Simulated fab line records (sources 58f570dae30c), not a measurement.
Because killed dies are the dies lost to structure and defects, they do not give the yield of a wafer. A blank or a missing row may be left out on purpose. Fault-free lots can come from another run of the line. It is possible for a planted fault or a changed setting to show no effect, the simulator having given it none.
Which tool did it? -- flow berkeley cmos170 -- Sampling: 15 lots, 45 wafers, 5 of 331 route steps

WHAT EACH GAUGE READ, for each wafer
UCB170_START_THK_MEAS_03. Usual: START_OXIDE_THK 19.9 nm, standard deviation 0.31.
lot,measured,on,START_OXIDE_THK (nm),flag
L195,day 1 20:58,film metro-02,19.8 19.5 19.9,
L196,day 2 01:04,film metro-04,20.5 19.8 19.7,
L197,day 2 05:31,film metro-02,20.0 19.7 20.0,
L198,day 2 10:58,film metro-03,20.3 20.3 19.7,
L199,day 2 16:32,film metro-04,19.5 19.3 19.5,
L202,day 3 04:21,film metro-04,20.4 20.0 20.2,
L207,day 4 08:20,film metro-02,19.8 19.9 20.1,
L209,day 4 15:19,film metro-02,20.4 19.9 19.9,
L211,day 5 02:44,film metro-04,19.7 19.5 19.8,
L212,day 5 06:27,film metro-04,20.3 20.1 20.5,
L213,day 5 14:13,film metro-04,19.5 19.7 19.6,
L214,day 5 18:28,film metro-02,20.3 20.0 20.5,
L215,day 5 23:38,film metro-02,20.2 20.1 20.1,
L216,day 6 03:46,film metro-02,19.7 19.7 19.4,
L217,day 6 07:36,film metro-04,19.7 20.2 19.5,

UCB170_ACTIVE_CD_MEAS_13: the cd target is 1200 nm. Usual: cd nm reads 1199.8 nm (standard deviation 1.6).
lot,measured,on,cd nm (nm),flag
L195,day 5 01:52,cd sem-01,1199.9 1199.3 1200.4,
L196,day 5 01:37,cd sem-02,1201.9 1201.6 1202.0,
L197,day 5 01:21,cd sem-01,1202.0 1202.0 1202.4,
L198,day 5 05:07,cd sem-01,1202.3 1201.7 1202.9,
L199,day 5 19:26,cd sem-02,1197.5 1197.4 1197.9,
L202,day 5 19:22,cd sem-01,1199.8 1198.7 1200.1,
L207,day 7 10:52,cd sem-02,1200.5 1200.9 1201.7,
L209,day 7 11:32,cd sem-02,1199.4 1199.9 1199.7,
L211,day 7 13:56,cd sem-02,1201.0 1199.7 1200.4,
L212,day 8 09:39,cd sem-01,1200.6 1200.1 1200.5,
L213,day 8 08:25,cd sem-02,1198.0 1197.3 1197.8,
L214,day 8 09:01,cd sem-02,1198.6 1198.4 1199.4,
L215,day 8 08:26,cd sem-01,1200.8 1199.9 1199.3,
L216,day 8 08:43,cd sem-02,1200.1 1200.9 1198.7,
L217,day 9 04:16,cd sem-01,1200.9 1201.1 1200.2,

TOOL THAT RAN EACH LOT (tool first, then ch and the chambers of the sampled wafers, then the start)
lot,UCB170_ZERO_ETCH_06,UCB170_NWELL_ETCH_13,UCB170_NWELL_STRIP_15
L195,"rie diel-01 ch 0,2,3, day 2 03:50","rie diel-03 ch 0,1,3, day 2 18:29","plasma asher-02 ch 0,1, day 2 18:44"
L196,"rie diel-04 ch 0,2, day 2 06:40","rie diel-01 ch 0,1,3, day 2 23:25","plasma asher-02 ch 0,1, day 2 23:42"
L197,"rie diel-03 ch 0,1, day 2 10:40","rie diel-03 ch 0,2,3, day 2 23:39","plasma asher-03 ch 0,1, day 2 23:55"
L198,"rie diel-01 ch 0,2,3, day 2 15:53","rie diel-01 ch 1,2,3, day 3 06:38","plasma asher-01 ch 0,1, day 3 06:53"
L199,"rie diel-01 ch 0,1,3, day 3 00:23","rie diel-01 ch 0,1,3, day 3 15:29","plasma asher-01 ch 0,1, day 3 15:44"
L202,"rie diel-04 ch 0,1, day 3 09:47","rie diel-01 ch 0,1, day 3 21:27","plasma asher-01 ch 0,1, day 3 21:44"
L207,"rie diel-04 ch 0,2, day 4 16:46","rie diel-03 ch 0,1,3, day 5 03:32","plasma asher-01 ch 0,1, day 5 03:47"
L209,"rie diel-03 ch 0,1,3, day 4 21:10","rie diel-03 ch 1,3, day 5 08:44","plasma asher-03 ch 0,1, day 5 08:59"
L211,"rie diel-03 ch 0,1, day 5 05:50","rie diel-02 ch 2,3, day 5 20:56","plasma asher-01 ch 0,1, day 5 21:13"
L212,"rie diel-01 ch 0,1,2, day 5 11:14","rie diel-03 ch 0,1, day 6 00:50","plasma asher-03 ch 0,1, day 6 01:07"
L213,"rie diel-03 ch 0,1,3, day 5 18:20","rie diel-03 ch 0,2,3, day 6 04:32","plasma asher-01 ch 0,1, day 6 04:47"
L214,"rie diel-01 ch 0,1, day 5 22:19","rie diel-01 ch 0,2, day 6 08:39","plasma asher-03 ch 0,1, day 6 08:54"
L215,"rie diel-01 ch 0,1,3, day 6 01:55","rie diel-02 ch 0,2,3, day 6 11:22","plasma asher-02 ch 0,1, day 6 11:37"
L216,"rie diel-01 ch 0,1,3, day 6 07:42","rie diel-02 ch 0,1, day 6 17:52","plasma asher-01 ch 0, day 6 18:07"
L217,"rie diel-01 ch 0,1,3, day 6 11:02","rie diel-03 ch 0,1,3, day 7 05:58","plasma asher-03 ch 0,1, day 7 06:13"
- UCB170_ZERO_ETCH_06: etches SiO2 in CHF3/CF4/Ar, time 12 s.
- UCB170_NWELL_ETCH_13: etches Si3N4 in CH3F/Ar/O2, stops on SiO2, target depth 246.4 nm, time 154 s.
- UCB170_NWELL_STRIP_15: strips in O2.

AS READ BY THE TOOLS THEMSELVES (means over the sampled wafers that have a number; for cases with no such wafer, the mark the record gives instead)
UCB170_ZERO_ETCH_06. Usual: drypump motor current A 5.8 A, standard deviation 0.34; oes product au 0.620 a.u., standard deviation 0.01; throttle valve pct 9.22 %, standard deviation 0.11.
lot,tool,drypump motor current A (A),oes product au (a.u.),throttle valve pct (%),flag
L195,rie diel-01,6.0,0.623,9.19,
L196,rie diel-04,6.1,0.620,9.29,
L197,rie diel-03,5.5,0.617,9.36,
L198,rie diel-01,6.0,0.624,9.19,
L199,rie diel-01,5.9,0.614,9.15,
L202,rie diel-04,6.0,0.625,9.28,
L207,rie diel-04,6.1,0.620,9.30,
L209,rie diel-03,5.7,0.616,9.30,
L211,rie diel-03,5.5,0.609,9.21,
L212,rie diel-01,5.7,0.621,9.14,
L213,rie diel-03,5.7,0.615,9.31,
L214,rie diel-01,5.6,0.616,9.11,
L215,rie diel-01,5.9,0.614,9.16,
L216,rie diel-01,5.9,0.612,9.14,
L217,rie diel-01,5.9,0.614,9.16,

UCB170_NWELL_ETCH_13. Usual: drypump motor current A 5.6 A, standard deviation 0.49; oes product au 0.942 a.u., standard deviation 0.017; throttle valve pct 8.03 %, standard deviation 0.11.
lot,tool,drypump motor current A (A),oes product au (a.u.),throttle valve pct (%),flag
L195,rie diel-03,5.7,0.941,8.08,
L196,rie diel-01,5.9,0.935,7.98,
L197,rie diel-03,5.8,0.962,8.14,
L198,rie diel-01,6.0,0.945,8.02,
L199,rie diel-01,5.9,0.940,7.98,
L202,rie diel-01,5.7,0.942,7.93,
L207,rie diel-03,5.7,0.932,8.08,
L209,rie diel-03,5.6,0.924,7.95,
L211,rie diel-02,5.0,0.926,8.00,
L212,rie diel-03,5.5,0.934,8.01,
L213,rie diel-03,5.8,0.947,8.13,
L214,rie diel-01,5.8,0.949,7.97,
L215,rie diel-02,4.9,0.939,8.06,
L216,rie diel-02,4.8,0.943,8.04,
L217,rie diel-03,5.7,0.944,8.07,

UCB170_NWELL_STRIP_15. Usual: drypump motor current A 5.1 A, standard deviation 0.41; o2 flow sccm 400.3 sccm, standard deviation 1.3; oes product au 0.721 a.u., standard deviation 0.0048; strip time to endpoint s 18.03 s, standard deviation 0.12.
lot,tool,drypump motor current A (A),o2 flow sccm (sccm),oes product au (a.u.),strip time to endpoint s (s),flag
L195,plasma asher-02,5.9,400.7,0.719,18.16,
L196,plasma asher-02,5.9,400.0,0.719,17.95,
L197,plasma asher-03,4.9,401.0,0.718,18.10,
L198,plasma asher-01,4.8,401.1,0.719,17.27,OFF
L199,plasma asher-01,4.8,400.9,0.724,17.29,OFF
L202,plasma asher-01,5.1,399.9,0.723,17.23,OFF
L207,plasma asher-01,4.8,399.0,0.716,17.94,
L209,plasma asher-03,4.9,400.6,0.723,18.03,
L211,plasma asher-01,5.1,398.0,0.722,18.22,
L212,plasma asher-03,4.9,399.3,0.720,18.14,
L213,plasma asher-01,5.0,400.6,0.721,18.18,
L214,plasma asher-03,4.9,400.6,0.718,17.80,
L215,plasma asher-02,5.9,399.0,0.720,18.10,
L216,plasma asher-01,5.3,400.1,0.720,18.04,
L217,plasma asher-03,4.9,401.7,0.722,18.06,

THE ANSWER, worked out from the rows above alone
Rule: take the mean of a lot's wafers that have a number; if it is more than 3 standard deviations from the usual mean, the lot is off. Also off: a lot with no number at a reading for which 4 or more lots have one. The other lots that the step has rows for count as sound. First the gauges in route order, then the tools' own readings, where a lot's mean is used as printed above. At the first step where some lot is off, the reading lying furthest off is the one used; lots without a number count as furthest.
Off: L198, L199, L202 (UCB170_NWELL_STRIP_15, strip time to endpoint s).
If a tool, at that step or one of the process steps before it, ran each lot that is off and ran no sound lot following the first of them, it fits. None of those tried fits.

WHAT THE SIMULATOR PUT IN
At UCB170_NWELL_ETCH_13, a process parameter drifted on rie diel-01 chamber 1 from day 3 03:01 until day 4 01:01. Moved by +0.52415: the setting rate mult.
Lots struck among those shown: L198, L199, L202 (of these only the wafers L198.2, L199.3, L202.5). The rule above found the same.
